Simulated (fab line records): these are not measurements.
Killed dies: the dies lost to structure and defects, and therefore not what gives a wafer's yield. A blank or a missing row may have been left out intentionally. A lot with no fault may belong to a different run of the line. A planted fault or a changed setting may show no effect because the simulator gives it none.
Which tool is to blame? :: flow ritCmos :: at 1 step of a route of 202, 14 lots with 42 wafers sampled

## WHAT THE GAUGES SHOWED, per wafer
The record lacks any reading of a measuring or inspecting step that a usual standard deviation could be used to judge.

## EACH LOT AND THE TOOL THAT RAN IT (in order: tool; ch and the chambers of the sampled wafers; start)
lot: L535
RIT_GATE_SOFTBAKE_12: lithoTrack-02 ch 0, day 2 15:47

lot: L537
RIT_GATE_SOFTBAKE_12: lithoTrack-03 ch 0, day 3 03:05

lot: L538
RIT_GATE_SOFTBAKE_12: lithoTrack-04 ch 0, day 3 04:46

lot: L539
RIT_GATE_SOFTBAKE_12: lithoTrack-04 ch 0, day 3 08:36

lot: L541
RIT_GATE_SOFTBAKE_12: lithoTrack-04 ch 0, day 3 18:26

lot: L542
RIT_GATE_SOFTBAKE_12: lithoTrack-04 ch 0, day 4 00:04

lot: L543
RIT_GATE_SOFTBAKE_12: lithoTrack-02 ch 0, day 4 06:28

lot: L544
RIT_GATE_SOFTBAKE_12: lithoTrack-03 ch 0, day 4 09:14

lot: L546
RIT_GATE_SOFTBAKE_12: lithoTrack-03 ch 0, day 4 21:03

lot: L547
RIT_GATE_SOFTBAKE_12: lithoTrack-04 ch 0, day 5 00:58

lot: L548
RIT_GATE_SOFTBAKE_12: lithoTrack-04 ch 0, day 5 06:10

lot: L551
RIT_GATE_SOFTBAKE_12: lithoTrack-03 ch 0, day 5 19:32

lot: L556
RIT_GATE_SOFTBAKE_12: lithoTrack-04 ch 0, day 6 21:23

lot: L558
RIT_GATE_SOFTBAKE_12: lithoTrack-04 ch 0, day 7 06:26
- RIT_GATE_SOFTBAKE_12: time 60 s.

## WHAT THE TOOLS THEMSELVES READ (means of the sampled wafers that have a number; where no wafer has one, the mark that the record gives instead)
RIT_GATE_SOFTBAKE_12. Usual: chillPlateTempC 23.02 C, standard deviation 0.1; heaterPowerTotalW 34.57 W, standard deviation 0.049; plateTempC 90.01 C, standard deviation 0.12.
lot: L535
tool: lithoTrack-02
chillPlateTempC (C): 22.94
heaterPowerTotalW (W): 34.63
plateTempC (C): 89.98
flag: 

lot: L537
tool: lithoTrack-03
chillPlateTempC (C): 23.04
heaterPowerTotalW (W): 34.58
plateTempC (C): 90.02
flag: 

lot: L538
tool: lithoTrack-04
chillPlateTempC (C): 23.05
heaterPowerTotalW (W): 34.61
plateTempC (C): 89.93
flag: 

lot: L539
tool: lithoTrack-04
chillPlateTempC (C): 23.10
heaterPowerTotalW (W): 34.59
plateTempC (C): 89.91
flag: 

lot: L541
tool: lithoTrack-04
chillPlateTempC (C): 23.01
heaterPowerTotalW (W): 34.56
plateTempC (C): 90.14
flag: 

lot: L542
tool: lithoTrack-04
chillPlateTempC (C): 22.98
heaterPowerTotalW (W): 34.56
plateTempC (C): 89.99
flag: 

lot: L543
tool: lithoTrack-02
chillPlateTempC (C): 22.96
heaterPowerTotalW (W): 34.51
plateTempC (C): 89.92
flag: 

lot: L544
tool: lithoTrack-03
chillPlateTempC (C): 22.92
heaterPowerTotalW (W): 34.52
plateTempC (C): 90.13
flag: 

lot: L546
tool: lithoTrack-03
chillPlateTempC (C): 23.01
heaterPowerTotalW (W): 34.56
plateTempC (C): 90.05
flag: 

lot: L547
tool: lithoTrack-04
chillPlateTempC (C): 23.02
heaterPowerTotalW (W): 34.51
plateTempC (C): 90.04
flag: 

lot: L548
tool: lithoTrack-04
chillPlateTempC (C): 23.05
heaterPowerTotalW (W): 34.59
plateTempC (C): 90.18
flag: 

lot: L551
tool: lithoTrack-03
chillPlateTempC (C): 23.00
heaterPowerTotalW (W): 34.54
plateTempC (C): 90.04
flag: 

lot: L556
tool: lithoTrack-04
chillPlateTempC (C): 23.06
heaterPowerTotalW (W): 35.40
plateTempC (C): 91.55
flag: OFF

lot: L558
tool: lithoTrack-04
chillPlateTempC (C): 22.86
heaterPowerTotalW (W): 35.38
plateTempC (C): 91.59
flag: OFF

## THE ANSWER, worked out from the rows above alone
Rule: a lot counts as off when the mean over its wafers that have a number is more than 3 standard deviations away from the usual mean. A lot without any number at a reading at which 4 lots or more have one is off too. All remaining lots with rows at the step are treated as sound. The gauges are gone through in route order, then the tools' own readings, and for those a lot's mean is taken as printed above. The first step at which some lot is off is used, and at that step the reading that is off furthest; a lot without a number counts as furthest.
Off, at RIT_GATE_SOFTBAKE_12 on heaterPowerTotalW: L556, L558.
If a tool, at that step or one of the process steps before it, ran each lot that is off and ran no sound lot following the first of them, it fits. One fits: lithoTrack-04 at RIT_GATE_SOFTBAKE_12. Its last sound lot is L548 (day 5 06:10), its first lot that is off L556 (day 6 21:23): a fault that began between those two fits.
The tool's own readings at RIT_GATE_SOFTBAKE_12 bear it out: on the lots that are off they differ by more than 5 times the standard deviation of the sound lots' means. heaterPowerTotalW reads 35.39 W there against 34.56 W on the sound lots; plateTempC reads 91.57 C there against 90.03 C on the sound lots.

## WHAT THE SIMULATOR HAD INSERTED
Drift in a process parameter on lithoTrack-04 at RIT_GATE_SOFTBAKE_12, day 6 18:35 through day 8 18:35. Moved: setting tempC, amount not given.
Shown lots that were struck: L556, L558. This agrees with what the rule above found.
